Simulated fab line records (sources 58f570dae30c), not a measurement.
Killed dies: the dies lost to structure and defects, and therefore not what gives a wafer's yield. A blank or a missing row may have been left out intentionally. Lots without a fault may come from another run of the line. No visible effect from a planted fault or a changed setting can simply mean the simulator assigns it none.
Which tool is to blame? | flow berkeley cmos170 | 14 lots, 42 wafers sampled, at 2 steps of a route of 331

== WHAT THE GAUGES SHOWED, per wafer ==
UCB170_PLDD_CD_MEAS_06: target cd 1200 nm.
lot  | measured     | on        | cd nm (nm)
L111 | day 7 17:31  | cd sem-02 | 1200.5 1200.6 1201.8
L112 | day 7 22:30  | cd sem-01 | 1202.0 1201.9 1199.5
L113 | day 8 03:40  | cd sem-01 | 1199.5 1200.8 1199.4
L115 | day 8 03:44  | cd sem-02 | 1199.1 1200.7 1199.9
L119 | day 8 14:29  | cd sem-01 | 1207.5 1207.4 1205.9
L117 | day 8 14:46  | cd sem-01 | 1205.0 1205.2 1206.0
L116 | day 8 15:14  | cd sem-02 | 1198.9 1198.5 1197.0
L124 | day 10 05:02 | cd sem-02 | 1200.3 1200.4 1200.5
L126 | day 10 05:16 | cd sem-01 | 1201.8 1202.4 1203.5
L128 | day 11 03:52 | cd sem-01 | 1200.9 1202.6 1201.9
L130 | day 11 03:55 | cd sem-02 | 1199.5 1198.7 1198.2
L132 | day 12 01:16 | cd sem-02 | 1201.5 1201.3 1201.4
L133 | day 12 01:40 | cd sem-02 | 1201.0 1200.9 1201.1
L134 | day 12 14:44 | cd sem-02 | 1198.9 1199.3 1198.1

== WHICH TOOL RAN EACH LOT (tool, then ch and the chambers of the sampled wafers, then the start) ==
lot  | UCB170_PLDD_PEB_04
L111 | litho track-04 ch 0, day 7 17:14
L112 | litho track-01 ch 0, day 7 22:14
L113 | litho track-02 ch 0, day 8 03:23
L115 | litho track-04 ch 0, day 8 03:28
L119 | litho track-01 ch 0, day 8 14:13
L117 | litho track-01 ch 0, day 8 14:31
L116 | litho track-04 ch 0, day 8 14:58
L124 | litho track-04 ch 0, day 10 04:46
L126 | litho track-02 ch 0, day 10 05:00
L128 | litho track-04 ch 0, day 11 03:35
L130 | litho track-02 ch 0, day 11 03:39
L132 | litho track-02 ch 0, day 12 00:59
L133 | litho track-02 ch 0, day 12 01:23
L134 | litho track-04 ch 0, day 12 14:00
- UCB170_PLDD_PEB_04

== AS READ BY THE TOOLS THEMSELVES (means over the sampled wafers that have a number; for cases with no such wafer, the mark the record gives instead) ==
The record holds no such reading with a usual standard deviation.

== THE ANSWER, worked out from the rows above alone ==
Rule: the usual values come from the lots themselves. Put in order of their means at a reading, lots are off if they are a third of the lots or fewer, leave a main group of 4 or more, and stand apart from it by a gap of 3 or more times the standard deviation of the main group's means; of several such gaps the widest counts. If all means in a main group match to the digits the tables above print for the reading, that group is not used. A lot without any number at a reading at which 4 lots or more have one is off too. Any other lot the step has rows for is counted as sound. After the gauges, taken in route order, come the tools' own readings; for these a lot's mean is taken, as printed above. At the first step where some lot is off, the reading lying furthest off is the one used; lots without a number count as furthest.
None of the lots is off at any reading shown; this tells nothing.

== WHAT WAS PUT IN BY THE SIMULATOR ==
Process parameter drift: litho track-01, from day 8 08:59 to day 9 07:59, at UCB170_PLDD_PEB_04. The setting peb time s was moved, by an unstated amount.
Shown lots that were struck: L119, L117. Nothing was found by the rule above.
